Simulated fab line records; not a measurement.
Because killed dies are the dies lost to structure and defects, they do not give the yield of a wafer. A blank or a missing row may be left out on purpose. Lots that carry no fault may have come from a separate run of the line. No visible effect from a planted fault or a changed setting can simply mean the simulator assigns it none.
Which of the tools did it? -- flow ritCmos -- Sampling: 14 lots, 42 wafers, 3 of 202 route steps

## WHAT EACH GAUGE READ, for each wafer
RIT_ACTIVE_CD_MEAS_90: the cd target is 1400 nm.
lot,measured,on,cdNm (nm)
L601,day 1 21:08,cdSem-01,1402.9 1404.5 1403.4
L602,day 2 03:10,cdSem-02,1400.7 1398.1 1400.4
L604,day 2 13:28,cdSem-01,1403.6 1400.3 1401.9
L605,day 2 22:20,cdSem-02,1401.4 1399.0 1400.0
L611,day 3 22:29,cdSem-01,1399.4 1400.2 1399.5
L612,day 4 03:26,cdSem-01,1396.2 1399.1 1398.5
L613,day 4 11:28,cdSem-01,1401.3 1400.6 1402.3
L615,day 4 19:43,cdSem-02,1401.9 1400.8 1398.3
L617,day 5 05:43,cdSem-01,1397.5 1400.2 1398.8
L618,day 5 09:08,cdSem-01,1401.0 1403.9 1403.5
L619,day 5 14:04,cdSem-01,1397.2 1395.7 1396.7
L620,day 5 20:59,cdSem-01,1396.5 1394.5 1394.6
L621,day 6 00:08,cdSem-02,1399.1 1401.1 1399.1
L623,day 6 12:17,cdSem-01,1395.3 1394.6 1395.7

RIT_SPACER_THK_MEAS_04.
lot,measured,on,SPACER_NITRIDE_THK (nm)
L601,day 3 10:23,filmMetro-01,250.3 252.1 250.3
L602,day 3 10:43,filmMetro-02,254.5 251.9 253.1
L604,day 4 05:45,filmMetro-04,254.2 255.1 256.1
L605,day 4 08:26,filmMetro-01,251.2 253.7 253.3
L611,day 5 09:33,filmMetro-02,248.3 245.7 246.9
L612,day 5 16:55,filmMetro-01,253.1 252.9 251.0
L613,day 5 19:11,filmMetro-02,253.9 254.5 254.0
L615,day 6 07:50,filmMetro-04,249.6 247.2 247.0
L617,day 6 13:45,filmMetro-02,251.0 249.0 248.4
L618,day 6 23:49,filmMetro-04,252.9 252.4 250.8
L619,day 7 04:49,filmMetro-02,252.3 251.5 251.9
L620,day 7 15:09,filmMetro-04,250.9 251.5 249.6
L621,day 7 21:24,filmMetro-04,249.9 250.0 247.8
L623,day 8 06:51,filmMetro-04,252.6 250.4 252.3

## EACH LOT AND THE TOOL THAT RAN IT (in order: tool; ch and the chambers of the sampled wafers; start)
lot,RIT_PWELL_STRIP_09
L601,"plasmaAsher-01 ch 0,1, day 2 06:47"
L602,"plasmaAsher-02 ch 0,1, day 2 10:20"
L604,"plasmaAsher-02 ch 0,1, day 3 02:02"
L605,"plasmaAsher-03 ch 0,1, day 3 06:25"
L611,"plasmaAsher-01 ch 0,1, day 4 07:19"
L612,"plasmaAsher-03 ch 0,1, day 4 14:08"
L613,"plasmaAsher-02 ch 0,1, day 4 18:56"
L615,"plasmaAsher-02 ch 1, day 5 03:35"
L617,"plasmaAsher-03 ch 0,1, day 5 13:02"
L618,"plasmaAsher-03 ch 0,1, day 5 17:11"
L619,"plasmaAsher-02 ch 0,1, day 6 00:01"
L620,"plasmaAsher-02 ch 0,1, day 6 05:41"
L621,"plasmaAsher-02 ch 0,1, day 6 12:07"
L623,"plasmaAsher-02 ch 0,1, day 6 22:34"
- RIT_PWELL_STRIP_09: strips in O2, time 180 s.

## WHAT THE TOOLS THEMSELVES READ (means of the sampled wafers that have a number; where no wafer has one, the mark that the record gives instead)
RIT_PWELL_STRIP_09.
lot,tool,drypumpMotorCurrentA (A)
L601,plasmaAsher-01,5.71
L602,plasmaAsher-02,6.17
L604,plasmaAsher-02,6.06
L605,plasmaAsher-03,5.71
L611,plasmaAsher-01,5.66
L612,plasmaAsher-03,5.68
L613,plasmaAsher-02,6.16
L615,plasmaAsher-02,5.96
L617,plasmaAsher-03,5.71
L618,plasmaAsher-03,5.69
L619,plasmaAsher-02,6.06
L620,plasmaAsher-02,6.16
L621,plasmaAsher-02,6.06
L623,plasmaAsher-02,6.17

## THE ANSWER, worked out from the rows above alone
Rule: what is usual is taken from the lots themselves. The widest of any qualifying gaps counts: lots, ordered by their means at a reading, are off when they make up no more than a third of the lots, leave a main group of 4 or more, and stand apart from it by 3 or more times the standard deviation of that group's means. If all means in a main group match to the digits the tables above print for the reading, that group is not used. Also off: a lot with no number at a reading for which 4 or more lots have one. Any other lot the step has rows for is counted as sound. After the gauges, taken in route order, come the tools' own readings; for these a lot's mean is taken, as printed above. The first step at which some lot is off is used, and at that step the reading that is off furthest; a lot without a number counts as furthest.
No lot is off at any reading shown: from this, nothing can be told.

## WHAT THE SIMULATOR HAD INSERTED
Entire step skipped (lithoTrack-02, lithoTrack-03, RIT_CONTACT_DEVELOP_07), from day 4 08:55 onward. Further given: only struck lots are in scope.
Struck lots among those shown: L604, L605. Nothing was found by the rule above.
